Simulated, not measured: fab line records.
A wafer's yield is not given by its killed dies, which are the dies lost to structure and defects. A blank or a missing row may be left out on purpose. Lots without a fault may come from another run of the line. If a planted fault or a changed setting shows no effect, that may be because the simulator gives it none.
Problem report in the 8D (eight disciplines) form, filled by code || flow rit cmos || the parts of the form that need people (team, actions taken, sign-off) are left out

## 1. WHAT WENT WRONG
Wafers free of any fault read 1040 (standard deviation 10) for NRETRO_TW at RIT_NRETRO_TW_MEAS_10, against a mean of 1265 on 6 wafers of 2 lots. That puts it +22 standard deviations away from the usual mean.
Earliest sighting: wafer L100.3 on film metro-02 at day 5 10:59. Wafers with a number at this step in the record: 42, from 14 lots. The rule behind "out" and "out of limits": a value lying over 4 standard deviations away from the usual mean. Any other wafer with a number is counted as sound.

## 2. WHAT IT IS AND WHAT IT IS NOT
{"question": "which readings at this step", "is": "NRETRO_TW", "is not": "-"}
{"question": "which lots", "is": "L100, L105", "is not": "L102, L106, L108, L985, L986, L987, L988, L990, L991, L992, L993, L997"}
{"question": "which wafers of those lots", "is": "all that have a number", "is not": "-"}
{"question": "read on which gauges", "is": "film metro-01, film metro-02", "is not": "film metro-03"}
{"question": "when", "is": "from day 5 10:59", "is not": "up to then (27 sound wafers); but 9 sound wafers of L102, L106, L108 came after"}

## 3. SUSPECTS, AND WHAT RULES EACH OUT
Counting: a tool at a process step up to the reading stays a suspect if it ran every lot that is out and no sound lot after the first of them.
- the gauge at RIT_NRETRO_TW_MEAS_10: ruled out. 2 gauges (film metro-01, film metro-02) read the wafers that are out.
- implanter-04 at RIT_NRETRO_IMPLANT_08: kept. Every lot that is out went through it, starting with L100 (day 5 10:42), and after that it ran no sound lot; the last sound lot it ran before then is L993 (day 3 23:12). Its own readings are out on those wafers: dose ions cm2, faraday current uA.
The count leaves implanter-04 at RIT_NRETRO_IMPLANT_08.

## 4. THE CAUSE (what the simulator had put in)
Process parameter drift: implanter-04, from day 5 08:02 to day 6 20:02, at RIT_NRETRO_IMPLANT_08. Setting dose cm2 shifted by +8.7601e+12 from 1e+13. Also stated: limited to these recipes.
After counting, this tool was the only one left.

## 5. THE CHAIN OF EFFECTS, in route order
Each row: a reading where the mean over the struck wafers with a number is more than 3 standard deviations away from the usual. Only readings whose record carries a usual standard deviation are examined. hours: median over the lots of the time between each lot's start at the first step of this table that gives one and its start at this step. sigmas: the change, counted in usual standard deviations.
{"hours": 0, "step": "RIT_NRETRO_IMPLANT_08", "reading": "dose ions cm2", "usual": 1.0001e+13, "on struck wafers": 1.8757e+13, "change": "+8.7558e+12", "sigmas": "+99 or more"}
{"hours": 0, "step": "RIT_NRETRO_IMPLANT_08", "reading": "faraday current uA", "usual": 31.8, "on struck wafers": 59.9, "change": "+28.1", "sigmas": "+44"}
{"hours": 0, "step": "RIT_NRETRO_TW_MEAS_10", "reading": "NRETRO_TW", "usual": 1040, "on struck wafers": 1265, "change": "+225", "sigmas": "+22"}
It contains these process steps:
- RIT_NRETRO_IMPLANT_08

## 6. WHAT WOULD HAVE CAUGHT IT SOONER
3 hours passed between the start of the fault at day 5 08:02 and the first reading out of limits at a measuring or inspecting step in this record, taken at day 5 10:59.
At RIT_NRETRO_IMPLANT_08, the tool's own readings (dose ions cm2, faraday current uA) were out on each struck wafer the step has a row for, so an alarm limit on them would have fired on the first such wafer.
Of the lots that are out (2), L105 began RIT_NRETRO_IMPLANT_08 on implanter-04 after day 5 10:59. It would have been spared by a hold on the tool at that moment.
